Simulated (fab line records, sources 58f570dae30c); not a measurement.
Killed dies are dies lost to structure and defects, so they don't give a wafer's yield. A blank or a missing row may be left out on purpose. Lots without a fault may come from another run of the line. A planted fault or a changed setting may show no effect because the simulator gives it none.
Which tool did it? | flow berkeley_cmos170 | 15 lots, 45 wafers sampled, at 4 steps of a route of 331

WHAT THE GAUGES READ, wafer by wafer
UCB170_PSD_TW_MEAS_10. Usual: PSD_TW 2328, standard deviation 15.
lot  | measured     | on            | PSD_TW         | flag
L611 | day 8 17:36  | film_metro-04 | 2368 2362 2369 |
L610 | day 8 17:45  | film_metro-03 | 2328 2332 2336 |
L612 | day 8 17:57  | film_metro-01 | 2326 2314 2334 |
L615 | day 10 05:03 | film_metro-04 | 2334 2351 2359 |
L618 | day 10 05:46 | film_metro-01 | 2306 2330 2327 |
L614 | day 10 06:02 | film_metro-04 | 2353 2352 2346 |
L617 | day 10 06:14 | film_metro-01 | 2329 2339 2330 |
L616 | day 10 06:20 | film_metro-04 | 2351 2345 2347 |
L619 | day 10 14:19 | film_metro-03 | 2083 2083 2083 | OFF
L620 | day 10 14:29 | film_metro-01 | 2082 2074 2079 | OFF
L624 | day 11 06:11 | film_metro-04 | 2095 2108 2099 | OFF
L623 | day 11 06:20 | film_metro-01 | 2315 2330 2309 |
L631 | day 12 12:33 | film_metro-03 | 2321 2305 2318 |
L628 | day 12 12:57 | film_metro-03 | 2324 2317 2321 |
L632 | day 13 06:29 | film_metro-03 | 2314 2318 2324 |

UCB170_SDANNEAL_RS_MEAS_02: measures by four-point-probe. Usual: PSD_RS 75.5 ohm/sq, standard deviation 0.33.
lot  | measured     | on            | PSD_RS (ohm/sq) | flag
L611 | day 8 22:44  | film_metro-04 | 75.2 75.6 75.6  |
L610 | day 8 22:43  | film_metro-01 | 75.2 75.6 75.4  |
L612 | day 8 22:52  | film_metro-03 | 75.2 75.2 75.5  |
L615 | day 10 08:44 | film_metro-03 | 75.3 75.5 75.6  |
L618 | day 10 09:02 | film_metro-04 | 75.5 75.3 75.7  |
L614 | day 10 09:16 | film_metro-01 | 74.9 75.2 75.3  |
L617 | day 10 09:25 | film_metro-03 | 75.3 75.0 75.4  |
L616 | day 10 09:44 | film_metro-04 | 75.8 76.0 76.2  |
L619 | day 10 18:52 | film_metro-04 | 97.9 97.3 97.5  | OFF
L620 | day 10 18:43 | film_metro-01 | 95.9 95.7 95.8  | OFF
L624 | day 11 09:24 | film_metro-04 | 96.8 96.7 97.0  | OFF
L623 | day 11 10:10 | film_metro-04 | 75.4 75.4 75.7  |
L631 | day 12 16:15 | film_metro-04 | 75.6 75.9 75.8  |
L628 | day 12 16:43 | film_metro-01 | 75.1 75.1 75.0  |
L632 | day 13 11:50 | film_metro-03 | 75.5 75.7 75.2  |

WHICH TOOL RAN EACH LOT (tool, then ch and the chambers of the sampled wafers, then the start)
lot  | UCB170_PSD_IMPLANT_08           | UCB170_PSD_STRIP_09
L611 | implanter-02 ch 0, day 8 17:22  | plasma_asher-01 ch 0,1, day 8 17:29
L610 | implanter-03 ch 0, day 8 17:30  | plasma_asher-03 ch 1, day 8 17:39
L612 | implanter-01 ch 0, day 8 17:43  | plasma_asher-02 ch 0,1, day 8 17:50
L615 | implanter-03 ch 0, day 10 04:49 | plasma_asher-03 ch 0,1, day 10 04:56
L618 | implanter-01 ch 0, day 10 05:31 | plasma_asher-01 ch 1, day 10 05:40
L614 | implanter-03 ch 0, day 10 05:47 | plasma_asher-02 ch 0,1, day 10 05:56
L617 | implanter-01 ch 0, day 10 06:01 | plasma_asher-01 ch 0,1, day 10 06:09
L616 | implanter-03 ch 0, day 10 06:05 | plasma_asher-02 ch 0,1, day 10 06:13
L619 | implanter-03 ch 0, day 10 14:04 | plasma_asher-02 ch 0,1, day 10 14:13
L620 | implanter-03 ch 0, day 10 14:15 | plasma_asher-03 ch 0,1, day 10 14:23
L624 | implanter-03 ch 0, day 11 05:56 | plasma_asher-01 ch 0,1, day 11 06:04
L623 | implanter-01 ch 0, day 11 06:07 | plasma_asher-02 ch 0,1, day 11 06:15
L631 | implanter-01 ch 0, day 12 12:19 | plasma_asher-03 ch 0,1, day 12 12:26
L628 | implanter-01 ch 0, day 12 12:42 | plasma_asher-03 ch 0,1, day 12 12:51
L632 | implanter-01 ch 0, day 13 06:14 | plasma_asher-01 ch 0,1, day 13 06:23
- UCB170_PSD_IMPLANT_08
- UCB170_PSD_STRIP_09: strips in O2.

WHAT THE TOOLS THEMSELVES READ (means of the sampled wafers that have a number; where no wafer has one, the mark that the record gives instead)
UCB170_PSD_IMPLANT_08. Usual: dose_ions_cm2 3e+15, standard deviation 3.5e+12; end_station_pressure_torr 1.26e-05 Torr, standard deviation 6.6e-07; faraday_current_uA 9243, standard deviation 190.
lot  | tool         | dose_ions_cm2 | end_station_pressure_torr (Torr) | faraday_current_uA | flag
L611 | implanter-02 | 3e+15         | 1.20e-05                         | 9248               |
L610 | implanter-03 | 3e+15         | 1.24e-05                         | 8997               |
L612 | implanter-01 | 3e+15         | 1.26e-05                         | 9248               |
L615 | implanter-03 | 3e+15         | 1.25e-05                         | 9253               |
L618 | implanter-01 | 3e+15         | 1.33e-05                         | 9275               |
L614 | implanter-03 | 3e+15         | 1.27e-05                         | 9340               |
L617 | implanter-01 | 3e+15         | 1.21e-05                         | 9271               |
L616 | implanter-03 | 3e+15         | 1.27e-05                         | 9411               |
L619 | implanter-03 | 2e+15         | 9.97e-06                         | 6556               | OFF
L620 | implanter-03 | 2e+15         | 1.03e-05                         | 6495               | OFF
L624 | implanter-03 | 2e+15         | 1.05e-05                         | 6564               | OFF
L623 | implanter-01 | 3e+15         | 1.24e-05                         | 9036               |
L631 | implanter-01 | 3e+15         | 1.24e-05                         | 9243               |
L628 | implanter-01 | 3e+15         | 1.28e-05                         | 9226               |
L632 | implanter-01 | 3e+15         | 1.27e-05                         | 9366               |

UCB170_PSD_STRIP_09. Usual: drypump_motor_current_A 6.0 A, standard deviation 0.61; oes_product_au 0.599 a.u., standard deviation 0.0048; strip_time_to_endpoint_s 29.39 s, standard deviation 0.092.
lot  | tool            | drypump_motor_current_A (A) | oes_product_au (a.u.) | strip_time_to_endpoint_s (s) | flag
L611 | plasma_asher-01 | 6.5                         | 0.598                 | 29.53                        |
L610 | plasma_asher-03 | 5.6                         | 0.602                 | 29.25                        |
L612 | plasma_asher-02 | 6.0                         | 0.598                 | 29.52                        |
L615 | plasma_asher-03 | 5.4                         | 0.598                 | 29.48                        |
L618 | plasma_asher-01 | 6.6                         | 0.601                 | 29.51                        |
L614 | plasma_asher-02 | 5.7                         | 0.599                 | 29.43                        |
L617 | plasma_asher-01 | 6.5                         | 0.591                 | 29.44                        |
L616 | plasma_asher-02 | 6.0                         | 0.601                 | 29.42                        |
L619 | plasma_asher-02 | 5.6                         | 0.654                 | 25.57                        | OFF
L620 | plasma_asher-03 | 5.4                         | 0.651                 | 25.74                        | OFF
L624 | plasma_asher-01 | 6.5                         | 0.654                 | 25.78                        | OFF
L623 | plasma_asher-02 | 5.6                         | 0.597                 | 29.36                        |
L631 | plasma_asher-03 | 5.4                         | 0.601                 | 29.40                        |
L628 | plasma_asher-03 | 5.3                         | 0.595                 | 29.39                        |
L632 | plasma_asher-01 | 6.5                         | 0.593                 | 29.38                        |

THE ANSWER, worked out from the rows above alone
Rule: a lot is off if the mean of its wafers that have a number lies more than 3 standard deviations from the usual mean. A lot without any number at a reading at which 4 lots or more have one is off too. The other lots that the step has rows for count as sound. The gauges are gone through in route order, then the tools' own readings, and for those a lot's mean is taken as printed above. The first step at which some lot is off is used, and at that step the reading that is off furthest; a lot without a number counts as furthest.
Off: L619, L620, L624, at UCB170_PSD_TW_MEAS_10 (PSD_TW).
A tool fits if, at a process step before that reading, it ran every lot that is off, and no sound lot after the first of them. The gauges at UCB170_PSD_TW_MEAS_10 aren't tried: what is off there is off at UCB170_PSD_IMPLANT_08 too, on other tools, and a gauge's error can't cause that. One fits: implanter-03 at UCB170_PSD_IMPLANT_08. Its last sound lot is L616 (day 10 06:05), its first lot that is off L619 (day 10 14:04): a fault that began between those two fits.
The tool's own readings at UCB170_PSD_IMPLANT_08 bear it out: on the lots that are off they differ by more than 5 times the standard deviation of the sound lots' means. dose_ions_cm2 reads 2e+15 there against 3e+15 on the sound lots; end_station_pressure_torr reads 1.03e-05 Torr there against 1.26e-05 Torr on the sound lots; faraday_current_uA reads 6538 there against 9243 on the sound lots.

WHAT THE SIMULATOR HAD PUT IN
Process parameter drift: implanter-03, from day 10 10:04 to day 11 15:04, at UCB170_PSD_IMPLANT_08. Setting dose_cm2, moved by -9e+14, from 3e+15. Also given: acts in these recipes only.
Lots struck among those shown: L619, L620, L624. The rule above found the same.
